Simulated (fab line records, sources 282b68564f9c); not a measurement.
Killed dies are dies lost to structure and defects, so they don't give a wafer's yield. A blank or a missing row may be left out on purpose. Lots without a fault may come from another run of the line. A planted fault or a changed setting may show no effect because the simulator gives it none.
Problem report in the 8D (eight disciplines) form, filled by code | flow rit_cmos | the parts of the form that need people (team, actions taken, sign-off) are left out

1. THE PROBLEM
beam_energy_keV at RIT_NWELL_IMPLANT_08 reads a mean of 182.35 on 6 wafers of 2 lots; wafers without a fault read 170.00 with a standard deviation of 0.048. That is +99 or more standard deviations from the usual mean.
First seen on wafer L506.1, day 6 05:32, on implanter-04. The record holds 42 wafers of 14 lots with a number at this step. Rule for "out", or "out of limits": more than 4 standard deviations from the usual mean. The other wafers with a number count as sound.

2. WHAT IT IS AND WHAT IT IS NOT
question                    | is                     | is not
which readings at this step | beam_energy_keV        | -
which lots                  | L506, L507             | L485, L486, L489, L490, L491, L493, L495, L497, L498, L499, L501, L503
which wafers of those lots  | all that have a number | -
read on which tools         | implanter-04           | implanter-02, implanter-03
when                        | from day 6 05:32       | up to then (36 sound wafers)

3. SUSPECTS, AND WHAT RULES EACH OUT
Counting: a tool at a process step up to the reading stays a suspect if it ran every lot that is out and no sound lot after the first of them.
- implanter-04 at RIT_NWELL_IMPLANT_08: kept. It ran every lot that is out, first L506 (day 6 05:32), and no sound lot after that; its last sound lot up to then is L503 (day 5 16:13). Its own readings are out on those wafers: beam_energy_keV.
Left after counting: implanter-04 at RIT_NWELL_IMPLANT_08.

4. THE CAUSE (what the simulator had put in)
Process parameter drift: implanter-04, from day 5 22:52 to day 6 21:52, at RIT_NWELL_IMPLANT_08. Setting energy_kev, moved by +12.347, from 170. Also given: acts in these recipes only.
Counting left only this tool.

5. THE CHAIN OF EFFECTS, in route order
Each row: a reading whose mean over the struck wafers that have a number lies more than 3 standard deviations from the usual. Only readings for which the record gives a usual standard deviation are gone through. hours: the time from each lot's start at the first step in this table that gives one to its start at this step, as a median over the lots. sigmas: the change in usual standard deviations.
hours | step                 | reading         | usual  | on struck wafers | change | sigmas
0     | RIT_NWELL_IMPLANT_08 | beam_energy_keV | 170.00 | 182.35           | +12.35 | +99 or more
The process steps in it:
- RIT_NWELL_IMPLANT_08

6. WHAT WOULD HAVE CAUGHT IT SOONER
In this record the first reading out of limits was taken at day 6 05:32, 7 hours after the fault began at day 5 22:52.
